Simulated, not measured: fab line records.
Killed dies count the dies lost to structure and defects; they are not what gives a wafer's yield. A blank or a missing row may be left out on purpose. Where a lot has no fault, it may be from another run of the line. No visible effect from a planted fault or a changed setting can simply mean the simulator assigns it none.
Check for tools in common || flow ritCmos || 13 lots, 42 wafers sampled

REASON IT WAS OPENED
1 of 13 lots carry a flag on the reading NRETRO_TW at RIT_NRETRO_TW_MEAS_10. No-fault wafers: 1050, standard deviation 7.5.
Rule: a lot is flagged in two cases, either no wafer of it has a number, or all its wafers with numbers fall more than 4 standard deviations from that mean. The rest of the lots are taken to be sound.

{"lot": "L179", "measured": "day 2 12:28", "on": "filmMetro-01", "NRETRO_TW, wafer by wafer": "1049 1054 1044", "flag": ""}
{"lot": "L182", "measured": "day 3 04:41", "on": "filmMetro-03", "NRETRO_TW, wafer by wafer": "1043 1039 1037", "flag": ""}
{"lot": "L183", "measured": "day 3 08:55", "on": "filmMetro-02", "NRETRO_TW, wafer by wafer": "1043 1046 1047", "flag": ""}
{"lot": "L184", "measured": "day 3 14:20", "on": "filmMetro-01", "NRETRO_TW, wafer by wafer": "1052 1059 1054", "flag": ""}
{"lot": "L185", "measured": "day 3 18:34", "on": "filmMetro-02", "NRETRO_TW, wafer by wafer": "1044 1045 1047", "flag": ""}
{"lot": "L186", "measured": "day 3 22:23", "on": "filmMetro-03", "NRETRO_TW, wafer by wafer": "1041 1042 1040", "flag": ""}
{"lot": "L188", "measured": "day 4 08:13", "on": "filmMetro-03", "NRETRO_TW, wafer by wafer": "1046 1038 1047", "flag": ""}
{"lot": "L189", "measured": "day 4 14:42", "on": "filmMetro-03", "NRETRO_TW, wafer by wafer": "1044 1039 1045", "flag": ""}
{"lot": "L191", "measured": "day 5 01:03", "on": "filmMetro-02", "NRETRO_TW, wafer by wafer": "1054 1055 1057", "flag": ""}
{"lot": "L192", "measured": "day 5 05:26", "on": "filmMetro-02", "NRETRO_TW, wafer by wafer": "1060 1050 1062", "flag": ""}
{"lot": "L193", "measured": "day 5 11:10", "on": "filmMetro-02", "NRETRO_TW, wafer by wafer": "31 31 31 31 31 31", "flag": "FLAGGED"}
{"lot": "L198", "measured": "day 6 11:23", "on": "filmMetro-03", "NRETRO_TW, wafer by wafer": "1043 1041 1036", "flag": ""}
{"lot": "L201", "measured": "day 7 04:25", "on": "filmMetro-01", "NRETRO_TW, wafer by wafer": "1061 1058 1058", "flag": ""}
Averaged over the flagged lots the numbers come to 31, -1019 from the usual (-99 or more standard deviations).

WHICH TOOL EACH LOT WENT THROUGH
The record keeps 1 process step preceding the reading, out of 202 steps on the route. Cell contents, in order: the tool; ch with the chambers the sampled wafers went through; the start.
{"lot": "L179", "flag": "", "RIT_NWELL_STRIP_09": "plasmaAsher-01 ch 0,1, day 2 03:34"}
{"lot": "L182", "flag": "", "RIT_NWELL_STRIP_09": "plasmaAsher-03 ch 0,1, day 2 18:56"}
{"lot": "L183", "flag": "", "RIT_NWELL_STRIP_09": "plasmaAsher-01 ch 0,1, day 3 00:04"}
{"lot": "L184", "flag": "", "RIT_NWELL_STRIP_09": "plasmaAsher-03 ch 0,1, day 3 05:16"}
{"lot": "L185", "flag": "", "RIT_NWELL_STRIP_09": "plasmaAsher-04 ch 0,1, day 3 09:05"}
{"lot": "L186", "flag": "", "RIT_NWELL_STRIP_09": "plasmaAsher-04 ch 0,1, day 3 13:38"}
{"lot": "L188", "flag": "", "RIT_NWELL_STRIP_09": "plasmaAsher-04 ch 0,1, day 3 23:23"}
{"lot": "L189", "flag": "", "RIT_NWELL_STRIP_09": "plasmaAsher-03 ch 0,1, day 4 05:13"}
{"lot": "L191", "flag": "", "RIT_NWELL_STRIP_09": "plasmaAsher-01 ch 0,1, day 4 15:40"}
{"lot": "L192", "flag": "", "RIT_NWELL_STRIP_09": "plasmaAsher-03 ch 0,1, day 4 20:35"}
{"lot": "L193", "flag": "FLAGGED", "RIT_NWELL_STRIP_09": "plasmaAsher-01 ch 0,1, day 5 00:38"}
{"lot": "L198", "flag": "", "RIT_NWELL_STRIP_09": "plasmaAsher-03 ch 0,1, day 6 02:29"}
{"lot": "L201", "flag": "", "RIT_NWELL_STRIP_09": "plasmaAsher-04 ch 0,1, day 6 18:22"}
What these steps do:
- RIT_NWELL_STRIP_09: strips in O2, time 180 s.
- RIT_NRETRO_TW_MEAS_10

FLAGGED AGAINST TOTAL, ONE TOOL AT A TIME (gauges that did the reading follow at the end)
{"step": "RIT_NWELL_STRIP_09", "tool": "plasmaAsher-01", "lots run": 4, "flagged": 1, "share of the flagged lots": "all", "sound lots run after its first flagged lot": 0}
{"step": "RIT_NWELL_STRIP_09", "tool": "plasmaAsher-03", "lots run": 5, "flagged": 0, "share of the flagged lots": "none", "sound lots run after its first flagged lot": "-"}
{"step": "RIT_NWELL_STRIP_09", "tool": "plasmaAsher-04", "lots run": 4, "flagged": 0, "share of the flagged lots": "none", "sound lots run after its first flagged lot": "-"}
{"step": "RIT_NRETRO_TW_MEAS_10", "tool": "filmMetro-01", "lots run": 3, "flagged": 0, "share of the flagged lots": "none", "sound lots run after its first flagged lot": "-"}
{"step": "RIT_NRETRO_TW_MEAS_10", "tool": "filmMetro-02", "lots run": 5, "flagged": 1, "share of the flagged lots": "all", "sound lots run after its first flagged lot": 0}
{"step": "RIT_NRETRO_TW_MEAS_10", "tool": "filmMetro-03", "lots run": 5, "flagged": 0, "share of the flagged lots": "none", "sound lots run after its first flagged lot": "-"}

WHAT THE TABLE PERMITS
Rows of the table that ran all the flagged lots, 2 in number: plasmaAsher-01 at RIT_NWELL_STRIP_09; filmMetro-02 at RIT_NRETRO_TW_MEAS_10.
- plasmaAsher-01 at RIT_NWELL_STRIP_09 ran 4 lots, 1 of them flagged. Last sound lot L191 at day 4 15:40, first flagged lot L193 at day 5 00:38; a fault beginning in between fits. Its own readings lie more than 4 standard deviations out on every wafer of the flagged lots: runLengthS.
- filmMetro-02 at RIT_NRETRO_TW_MEAS_10 ran 5 lots, 1 of them flagged. Last sound lot L192 at day 5 05:26, first flagged lot L193 at day 5 11:10; a fault beginning in between fits.
Counting lots can't tell these 2 tools apart, because each fits a fault that began at some hour. More lots, or a look at what each step does to the wafer, might.

WHAT THE SIMULATOR HAD INSERTED
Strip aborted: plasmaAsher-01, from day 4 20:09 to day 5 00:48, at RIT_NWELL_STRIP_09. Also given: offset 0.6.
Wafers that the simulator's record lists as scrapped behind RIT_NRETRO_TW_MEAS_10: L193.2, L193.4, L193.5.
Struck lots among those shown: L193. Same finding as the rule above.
